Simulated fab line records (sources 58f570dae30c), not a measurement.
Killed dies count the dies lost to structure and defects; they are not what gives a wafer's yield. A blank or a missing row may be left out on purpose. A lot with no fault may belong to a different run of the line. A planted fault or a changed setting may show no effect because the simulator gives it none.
fab line records	flow berkeleyCmos170
[record] lots = 13	wafers = 39	lastDay = 12
route steps=331 shown ZERO@13 M2@287 V2@306 M3@310
lots that met no fault: from a run of the same line without faults
startH: hours from the record's first day to the start of the lot's first wafer shown	waitH: hours from the lot's prior step to this one	" unchanged from the row above	L1.1+2: one row covering several wafers at once	- no value, or no start was given	* or withheld: withheld	< > ~ a bound
route shown NAME@n: a module of which the file shows steps, and the number in the route of the first	usual: mean and standard deviation over wafers with no fault	same: alike in all rows	chamber/n: place in a boat	sites: readings site by site	_std_site: the standard deviation of these	_edge_site: inner sites' mean taken away from outer sites' mean	radiusMm: how far each site lies from the wafer's centre	mask NAME#n: copy n	behind: the tool/chamber that last shaped the wafer	hold: reason for holding the lot/hours on hold/outcome of the hold	device: which transistor (n, p or np) failed to switch	end of line: the tests these same wafers got at the end of their route	step lacking rows: just its recipe	killed: dies that structure and defects cost at the first sort, which is not the same as the wafer's yield	map: a wafer's dies, marking killed ones x, the rest . and places with no die _
set.NAME: the setting that was run; set.NAME@STEP: the one run at that earlier step	model.NAME: the simulator's own value behind a step, which no gauge read
steps of the route over a sample of lots; a table a step, a row a wafer
services: when a tool's chamber went out of use (startH, in hours from the record's first day, below 0 if earlier), for how many hours, and the reason
[[steps]]
[step UCB170_ZERO_STRIP_07]
[recipe] chemistry = O2	powerW = 400	pressureMtorr = 3500	platenTempC = withheld	o2FlowSccm = 400	overashFraction = 0.5
[usual] drypumpMotorCurrentA = 5.6/0.46	oesProductAu = 0.727/0.0054	stripTimeToEndpointS = 21.46/0.075
[same] overashFraction = 0.5
lot.wafer	tool	chamber	startH	waitH	drypumpMotorCurrentA	oesProductAu	rfHoursCounterH	stripTimeToEndpointS
L643.1	plasmaAsher-03	1	19.74	0.0	5.7	0.730	25	21.47
L643.2	"	0	"	"	5.2	0.724	25	21.46
L643.6	"	1	"	"	5.7	0.723	-	21.40
L644.2	plasmaAsher-02	0	24.50	0.0	5.2	0.729	25	21.49
L644.3	"	1	"	"	6.4	0.729	-	21.54
L644.4	"	0	"	"	5.2	0.724	-	21.56
L647.3	plasmaAsher-01	0	39.01	0.0	5.5	0.731	-	21.43
L647.5	"	1	"	"	5.4	0.718	-	21.50
L647.6	"	0	"	"	5.5	0.729	-	21.40
L648.1	plasmaAsher-02	0	49.12	0.0	5.2	0.725	27	21.47
L648.4	"	1	"	"	6.4	0.724	-	21.47
L648.5	"	1	"	"	6.4	0.731	-	21.41
L649.3	plasmaAsher-01	1	49.39	0.0	5.4	0.715	-	21.42
L649.5	"	1	"	"	5.4	0.731	-	21.43
L649.6	"	0	"	"	5.5	0.725	-	21.37
L650.4	plasmaAsher-02	1	57.67	0.0	6.4	0.729	-	21.45
L650.5	"	1	"	"	6.4	0.718	-	21.47
L650.6	"	0	"	"	5.2	0.735	-	21.47
L651.2	plasmaAsher-02	1	60.92	0.0	6.4	0.721	28	21.33
L651.3	"	0	"	"	5.1	0.724	-	21.29
L651.4	"	1	"	"	6.4	0.718	-	21.30
L652.1	plasmaAsher-01	0	61.47	0.0	5.5	0.730	31	21.51
L652.3	"	1	"	"	5.4	0.726	-	21.50
L652.6	"	1	"	"	5.4	0.728	-	21.52
L654.1	plasmaAsher-02	1	76.62	0.0	6.4	0.738	30	21.54
L654.3	"	0	"	"	5.2	0.732	-	21.43
L654.6	"	0	"	"	5.2	0.720	-	21.52
L655.1	plasmaAsher-03	0	83.33	0.0	5.2	0.723	31	21.37
L655.4	"	1	"	"	5.7	0.729	-	21.33
L655.6	"	1	"	"	5.7	0.726	-	21.41
L660.2	plasmaAsher-01	1	107.39	0.0	5.4	0.734	37	21.47
L660.4	"	1	"	"	5.4	0.730	-	21.42
L660.5	"	0	"	"	5.5	0.717	-	21.42
L661.1	plasmaAsher-02	1	110.92	0.1	6.4	0.729	36	21.55
L661.3	"	1	"	"	6.4	0.735	-	21.48
L661.4	"	0	"	"	5.2	0.730	-	21.49
L666.1	plasmaAsher-01	1	132.54	0.0	5.4	0.723	39	21.49
L666.3	"	1	"	"	5.4	0.719	-	21.52
L666.4	"	0	"	"	5.5	0.726	-	21.43
[step UCB170_M2_OVL_MEAS_16]
[usual] M2_OVL = 1/5.7
lot.wafer	tool	chamber	startH	waitH	M2_OVL[nm]
L643.1	overlay-02	-	177.89	0.1	-1
L643.2	"	-	"	"	0
L643.6	"	-	"	"	-6
L644.2	overlay-02	-	178.47	0.1	0
L644.3	"	-	"	"	5
L644.4	"	-	"	"	-6
L647.3	overlay-01	-	197.34	0.1	7
L647.5	"	-	"	"	13
L647.6	"	-	"	"	13
L649.3	overlay-01	-	201.38	0.1	3
L649.5	"	-	"	"	4
L649.6	"	-	"	"	3
L648.1	overlay-01	-	202.99	0.1	0
L648.4	"	-	"	"	6
L648.5	"	-	"	"	0
L650.4	overlay-01	-	210.95	0.1	-8
L650.5	"	-	"	"	-13
L650.6	"	-	"	"	-9
L652.1	overlay-01	-	218.12	0.1	1
L652.3	"	-	"	"	4
L652.6	"	-	"	"	1
L651.2	overlay-01	-	218.63	0.1	-7
L651.3	"	-	"	"	1
L651.4	"	-	"	"	-3
L654.1	overlay-01	-	225.25	0.1	-7
L654.3	"	-	"	"	-8
L654.6	"	-	"	"	3
L655.1	overlay-02	-	234.94	0.1	14
L655.4	"	-	"	"	1
L655.6	"	-	"	"	8
L660.2	overlay-01	-	248.55	0.1	1
L660.4	"	-	"	"	3
L660.5	"	-	"	"	2
L661.1	overlay-01	-	266.95	0.1	2
L661.3	"	-	"	"	-5
L661.4	"	-	"	"	-3
L666.1	overlay-01	-	287.20	0.1	3
L666.3	"	-	"	"	4
L666.4	"	-	"	"	4
[step UCB170_V2_ETCH_14]
[recipe] chemistry = CHF3/CF4/Ar	target = SiO2	stopOn = Al	CHF3_flow_sccm = 45	cf4FlowSccm = 15	Ar_flow_sccm = 150	pressureMtorr = 200	rfW = 700	targetDepthA = 12500	overEtchFrac = 0.25	timeS = 291
[usual] drypumpMotorCurrentA = 5.8/0.41	oesProductAu = 0.876/0.014	rfFwdPowerW = 698.6/2.2	throttleValvePct = 6.99/0.099
[same] timeS = 291
lot.wafer	tool	chamber	startH	waitH	drypumpMotorCurrentA	oesProductAu	rfFwdPowerW	rfHoursCounterH	throttleValvePct
L643.1	rieDiel-01	2	180.90	0.0	6.3	0.871	697.9	88	6.98
L643.2	"	0	"	"	5.1	0.856	703.4	146	6.99
L643.6	"	1	"	"	5.8	0.894	695.5	-	6.99
L644.2	rieDiel-01	2	181.89	0.0	6.3	0.864	698.9	88	6.96
L644.3	"	1	"	"	5.8	0.887	698.5	140	6.99
L644.4	"	3	"	"	5.5	0.873	702.0	135	7.05
L647.3	rieDiel-01	1	200.28	0.0	5.9	0.883	699.9	140	6.99
L647.5	"	3	"	"	5.5	0.879	698.1	-	7.04
L647.6	"	0	"	"	5.1	0.846	699.4	-	7.00
L649.3	rieDiel-03	1	204.27	0.0	5.6	0.889	699.3	44	7.03
L649.5	"	2	"	"	5.7	0.870	697.0	-	7.05
L649.6	"	1	"	"	5.6	0.886	697.5	-	7.03
L648.1	rieDiel-03	0	206.34	0.0	6.5	0.880	703.3	3	6.93
L648.4	"	3	"	"	6.3	0.883	699.2	93	6.99
L648.5	"	3	"	"	6.3	0.878	699.4	-	6.98
L650.4	rieDiel-03	3	213.39	0.0	6.3	0.876	700.6	94	6.98
L650.5	"	3	"	"	6.3	0.870	700.4	-	6.99
L650.6	"	0	"	"	6.4	0.871	695.4	-	6.93
L652.1	rieDiel-03	3	221.01	0.0	6.3	0.877	696.4	94	6.99
L652.3	"	1	"	"	5.6	0.896	699.0	46	7.03
L652.6	"	3	"	"	6.3	0.883	694.5	-	6.96
L651.2	rieDiel-03	0	221.56	0.0	6.5	0.885	696.6	5	6.93
L651.3	"	1	"	"	5.6	0.894	696.1	46	7.03
L651.4	"	1	"	"	5.6	0.895	697.0	-	7.01
L654.1	rieDiel-03	3	227.97	0.0	6.3	0.879	699.0	95	6.96
L654.3	"	3	"	"	6.3	0.875	699.1	-	6.98
L654.6	"	1	"	"	5.6	0.895	697.2	-	7.04
L655.1	rieDiel-02	1	237.65	0.0	5.7	0.850	699.3	110	7.22
L655.4	"	0	"	"	5.6	0.878	697.3	12	6.72
L655.6	"	2	"	"	5.6	0.876	697.9	-	7.07
L660.2	rieDiel-03	1	251.25	0.0	5.6	0.892	701.1	48	7.03
L660.4	"	3	"	"	6.3	0.880	698.2	97	6.96
L660.5	"	1	"	"	5.6	0.884	698.5	-	7.04
L661.1	rieDiel-01	2	269.34	0.0	6.3	0.885	702.2	92	6.98
L661.3	"	0	"	"	5.1	0.859	699.7	1	7.00
L661.4	"	1	"	"	5.8	0.866	698.2	-	7.00
L666.1	rieDiel-02	2	290.36	0.0	5.6	0.882	698.7	22	7.07
L666.3	"	0	"	"	5.6	0.883	699.0	13	6.71
L666.4	"	3	"	"	5.6	0.901	701.5	11	6.92
[step UCB170_M3_SPUTTER_01]
[recipe] material = Al	targetThkNm = 900	timeS = 120	powerW = 6000	chamberPressurePa = 0.5
[usual] cathodeDcPowerW = 6000.1/0.99	chamberPressurePa = 0.5001/0.00091	throttleValvePct = 30.0/1.3
lot.wafer	tool	chamber	startH	waitH	cathodeDcPowerW	chamberPressurePa	throttleValvePct
L643.1	pvdSputter-03	-	181.37	0.0	6000.0	0.4980	29.2
L643.2	"	-	"	"	5998.8	0.5002	28.8
L643.6	"	-	"	"	6001.1	0.5012	28.9
L644.2	pvdSputter-03	-	182.35	0.0	6000.3	0.5005	30.4
L644.3	"	-	"	"	6000.4	0.5006	30.7
L644.4	"	-	"	"	6000.4	0.4987	28.9
L647.3	pvdSputter-03	-	200.75	0.0	6000.4	0.5007	29.1
L647.5	"	-	"	"	5997.8	0.5002	30.5
L647.6	"	-	"	"	6000.2	0.5005	30.6
L649.3	pvdSputter-04	-	204.74	0.0	6001.9	0.5002	28.7
L649.5	"	-	"	"	6001.7	0.4996	31.2
L649.6	"	-	"	"	5999.9	0.5001	28.7
L648.1	pvdSputter-03	-	206.80	0.0	5999.9	0.5010	29.3
L648.4	"	-	"	"	5999.9	0.5002	28.8
L648.5	"	-	"	"	5999.1	0.4992	30.7
L650.4	pvdSputter-03	-	213.90	0.0	5998.9	0.4999	30.7
L650.5	"	-	"	"	5998.4	0.4999	29.1
L650.6	"	-	"	"	6000.8	0.5002	28.8
L652.1	pvdSputter-01	-	221.47	0.0	6001.1	0.5004	29.5
L652.3	"	-	"	"	6001.8	0.4993	30.6
L652.6	"	-	"	"	6000.2	0.5012	28.9
L651.2	pvdSputter-04	-	222.02	0.0	6000.0	0.5015	31.5
L651.3	"	-	"	"	5999.5	0.5003	28.6
L651.4	"	-	"	"	6000.4	0.5008	28.3
L654.1	pvdSputter-04	-	228.52	0.0	5999.0	0.5012	31.5
L654.3	"	-	"	"	6000.8	0.5010	28.0
L654.6	"	-	"	"	5999.4	0.4997	31.4
L655.1	pvdSputter-03	-	238.12	0.0	6000.2	0.4997	28.7
L655.4	"	-	"	"	6002.2	0.5003	29.5
L655.6	"	-	"	"	6001.2	0.4997	29.3
L660.2	pvdSputter-04	-	251.72	0.0	6000.5	0.4999	29.1
L660.4	"	-	"	"	6000.9	0.5009	31.0
L660.5	"	-	"	"	5999.7	0.4983	28.8
L661.1	pvdSputter-04	-	269.81	0.0	5998.9	0.5002	28.8
L661.3	"	-	"	"	6000.5	0.5000	31.4
L661.4	"	-	"	"	6000.3	0.5000	31.2
L666.1	pvdSputter-01	-	290.99	0.0	6000.0	0.4991	30.7
L666.3	"	-	"	"	5999.8	0.5009	29.5
L666.4	"	-	"	"	6002.4	0.5007	32.7
[step UCB170_M3_RS_MEAS_02]
[recipe] thkMeasGauge = four-point-probe	reads = Al_of_M3_SPUTTER_01
[usual] M3_AL_RS = 0.0321/0.00035
lot.wafer	tool	chamber	startH	waitH	M3_AL_RS[ohm/sq]
L643.1	filmMetro-02	-	181.45	0.0	0.0319
L643.2	"	-	"	"	0.0319
L643.6	"	-	"	"	0.0318
L644.2	filmMetro-01	-	182.45	0.1	0.0321
L644.3	"	-	"	"	0.0318
L644.4	"	-	"	"	0.0321
L647.3	filmMetro-02	-	200.87	0.1	0.0317
L647.5	"	-	"	"	0.0318
L647.6	"	-	"	"	0.0318
L649.3	filmMetro-01	-	204.86	0.1	0.0317
L649.5	"	-	"	"	0.0322
L649.6	"	-	"	"	0.0319
L648.1	filmMetro-01	-	206.89	0.0	0.0314
L648.4	"	-	"	"	0.0319
L648.5	"	-	"	"	0.0313
L650.4	filmMetro-01	-	214.00	0.1	0.0323
L650.5	"	-	"	"	0.0322
L650.6	"	-	"	"	0.0323
L652.1	filmMetro-01	-	221.56	0.0	0.0328
L652.3	"	-	"	"	0.0330
L652.6	"	-	"	"	0.0326
L651.2	filmMetro-02	-	222.13	0.1	0.0322
L651.3	"	-	"	"	0.0321
L651.4	"	-	"	"	0.0323
L654.1	filmMetro-02	-	228.60	0.0	0.0318
L654.3	"	-	"	"	0.0318
L654.6	"	-	"	"	0.0317
L655.1	filmMetro-01	-	238.20	0.0	0.0325
L655.4	"	-	"	"	0.0325
L655.6	"	-	"	"	0.0326
L660.2	filmMetro-01	-	251.82	0.1	0.0321
L660.4	"	-	"	"	0.0319
L660.5	"	-	"	"	0.0314
L661.1	filmMetro-02	-	269.89	0.0	0.0364
L661.3	"	-	"	"	0.0326
L661.4	"	-	"	"	0.0323
L666.1	filmMetro-02	-	291.07	0.0	0.0322
L666.3	"	-	"	"	0.0322
L666.4	"	-	"	"	0.0324
[step UCB170_M3_THK_MEAS_03]
[recipe] thkMeasGauge = xrf	reads = Al_of_M3_SPUTTER_01
[usual] M3_AL_THK = 877/9
lot.wafer	tool	chamber	startH	waitH	M3_AL_THK[nm]
L643.1	filmMetro-02	-	181.57	0.1	878
L643.2	"	-	"	"	874
L643.6	"	-	"	"	873
L644.2	filmMetro-01	-	182.56	0.1	876
L644.3	"	-	"	"	883
L644.4	"	-	"	"	874
L647.3	filmMetro-02	-	200.97	0.1	888
L647.5	"	-	"	"	882
L647.6	"	-	"	"	887
L649.3	filmMetro-01	-	204.96	0.1	886
L649.5	"	-	"	"	873
L649.6	"	-	"	"	881
L648.1	filmMetro-01	-	207.01	0.1	897
L648.4	"	-	"	"	885
L648.5	"	-	"	"	905
L650.4	filmMetro-01	-	214.09	0.1	875
L650.5	"	-	"	"	877
L650.6	"	-	"	"	871
L652.1	filmMetro-01	-	221.68	0.1	862
L652.3	"	-	"	"	858
L652.6	"	-	"	"	869
L651.2	filmMetro-02	-	222.24	0.1	871
L651.3	"	-	"	"	881
L651.4	"	-	"	"	872
L654.1	filmMetro-02	-	228.72	0.1	883
L654.3	"	-	"	"	888
L654.6	"	-	"	"	881
L655.1	filmMetro-01	-	238.32	0.1	871
L655.4	"	-	"	"	869
L655.6	"	-	"	"	866
L660.2	filmMetro-01	-	251.93	0.1	879
L660.4	"	-	"	"	878
L660.5	"	-	"	"	898
L661.1	filmMetro-02	-	270.01	0.1	777
L661.3	"	-	"	"	865
L661.4	"	-	"	"	870
L666.1	filmMetro-02	-	291.19	0.1	879
L666.3	"	-	"	"	877
L666.4	"	-	"	"	869
[step UCB170_M3_METAL_ETCH_18]
[recipe] chemistry = Cl2/BCl3	target = Al	stopOn = SiO2	pressureMtorr = 12	targetDepthA = 11700	overEtchFrac = 0.3	timeS = 195	icpW = 600	biasW = 120	Cl2_flow_sccm = 90	bcl3FlowSccm = 45
[usual] biasW = 120.0/0.33	drypumpMotorCurrentA = 5.5/0.47	oesProductAu = 0.864/0.0099	rfFwdPowerW = 598.1/1.9	throttleValvePct = 24.38/0.18
[same] timeS = 195
lot.wafer	tool	chamber	startH	waitH	biasW	drypumpMotorCurrentA	oesProductAu	rfFwdPowerW	rfHoursCounterH	throttleValvePct
L644.2	rieMetal-03	1	186.24	-	120.7	5.6	0.884	597.4	2	24.50
L644.3	"	1	"	"	120.3	5.7	0.879	599.7	-	24.48
L644.4	"	0	"	"	120.0	5.2	0.857	597.0	-	24.35
L643.1	rieMetal-02	1	186.33	-	120.3	5.7	0.845	599.5	21	24.43
L643.2	"	0	"	"	120.6	6.4	0.870	598.4	5	24.52
L643.6	"	0	"	"	120.3	6.4	0.871	596.1	-	24.53
L647.3	rieMetal-02	1	204.26	-	120.4	5.7	0.869	597.3	-	24.46
L647.5	"	1	"	"	119.9	5.7	0.869	597.0	-	24.45
L647.6	"	0	"	"	119.8	6.4	0.880	597.3	-	24.53
L649.3	rieMetal-03	1	207.72	-	119.5	5.6	0.887	599.1	-	24.49
L649.5	"	1	"	"	120.2	5.6	0.870	599.4	-	24.50
L649.6	"	0	"	"	119.9	5.2	0.857	593.9	-	24.35
L648.1	rieMetal-04	0	209.93	-	119.6	4.8	0.884	598.1	2	24.03
L648.4	"	1	"	"	119.7	5.5	0.860	597.9	-	24.47
L648.5	"	1	"	"	120.0	5.5	0.861	598.8	-	24.46
L650.4	rieMetal-04	1	216.84	-	120.0	5.5	0.858	596.3	-	24.47
L650.5	"	1	"	"	120.0	5.5	0.863	597.5	-	24.49
L650.6	"	0	"	"	119.7	4.8	0.863	600.3	-	24.05
L652.1	rieMetal-02	0	224.49	-	120.6	6.4	0.863	596.7	7	24.52
L652.3	"	1	"	"	120.1	5.6	0.854	599.1	-	24.46
L652.6	"	1	"	"	120.5	5.7	0.864	598.5	-	24.47
L651.2	rieMetal-04	0	225.12	-	119.5	4.8	0.868	598.9	3	24.05
L651.3	"	1	"	"	120.1	5.5	0.849	596.8	-	24.48
L651.4	"	0	"	"	119.1	4.8	0.870	598.1	-	24.04
L654.1	rieMetal-04	1	230.91	-	120.5	5.5	0.865	598.1	6	24.49
L654.3	"	0	"	"	119.9	4.8	0.867	597.7	-	24.04
L654.6	"	1	"	"	120.2	5.5	0.860	599.8	-	24.46
L655.1	rieMetal-02	1	240.14	-	119.8	5.7	0.865	600.1	1	24.47
L655.4	"	1	"	"	120.1	5.7	0.854	599.0	-	24.46
L655.6	"	1	"	"	120.1	5.7	0.863	597.7	-	24.46
L660.2	rieMetal-04	1	254.33	-	119.8	5.4	0.856	598.4	7	24.46
L660.4	"	0	"	"	120.6	4.8	0.864	598.7	-	24.02
L660.5	"	0	"	"	120.7	4.8	0.880	602.6	-	24.03
L661.1	rieMetal-02	0	271.83	-	119.6	6.4	0.803	599.2	9	24.57
L661.3	"	1	"	"	120.6	5.7	0.865	600.5	-	24.47
L661.4	"	0	"	"	120.0	6.4	0.866	598.5	-	24.55
L666.1	rieMetal-04	0	295.74	-	120.2	4.8	0.872	597.7	5	24.04
L666.3	"	0	"	"	119.9	4.8	0.865	596.3	-	24.02
L666.4	"	1	"	"	120.2	5.5	0.848	597.9	-	24.47
[[services]]
tool	chamber	startH	hours	kind
rieDiel-02	2	3.23	4.9	repair
rieDiel-01	3	13.50	6.9	repair
plasmaAsher-02	-	25.86	2.8	pm
pvdSputter-03	-	26.10	13.3	repair
rieDiel-03	-	27.65	0.3	repair
plasmaAsher-03	-	30.74	7.0	repair
pvdSputter-03	-	35.45	1.2	repair
plasmaAsher-03	-	37.45	3.0	repair
rieDiel-02	-	76.62	0.9	repair
rieDiel-03	0	83.20	15.8	repair
rieDiel-03	2	93.01	11.3	repair
plasmaAsher-01	-	94.64	0.3	repair
plasmaAsher-01	-	107.82	14.6	pm
rieDiel-01	1	109.70	1.2	repair
rieDiel-03	2	147.62	3.1	repair
rieDiel-01	-	149.20	0.2	repair
rieMetal-02	1	160.29	6.0	repair
rieMetal-04	1	168.14	7.3	repair
pvdSputter-04	-	178.43	4.2	repair
rieDiel-01	-	223.76	14.6	pm
rieDiel-03	0	224.10	11.4	repair
rieDiel-01	-	238.51	13.1	repair
rieDiel-01	3	242.60	17.1	repair
pvdSputter-03	-	285.04	4.6	repair
[[key]]
[firstSign] step = UCB170_M3_RS_MEAS_02	reading = M3_AL_RS	direction = up	sigmas = 12	usual = 0.0321	struck = 0.0364
[effect] step = UCB170_M3_THK_MEAS_03	reading = M3_AL_THK	direction = down	sigmas = 11	usual = 877	struck = 777
[effect] step = UCB170_M3_METAL_ETCH_18	reading = oesProductAu	direction = down	sigmas = 6.2	usual = 0.864	struck = 0.803
metAt UCB170_M3_SPUTTER_01
struckLots L661
struckWafers L661.1
notActingAt UCB170_ZERO_STRIP_07,UCB170_M2_OVL_MEAS_16,UCB170_V2_ETCH_14
onsetBetween 251.72 269.81
[fault] kind = processParameterDrift	tool = pvdSputter-04	chamber = -	onsetH = 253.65	steps = UCB170_M3_SPUTTER_01	channel = timeS	offset = *	shape = step	endH = 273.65	actsIn = *	stated = *	scope = struckWafersOnly
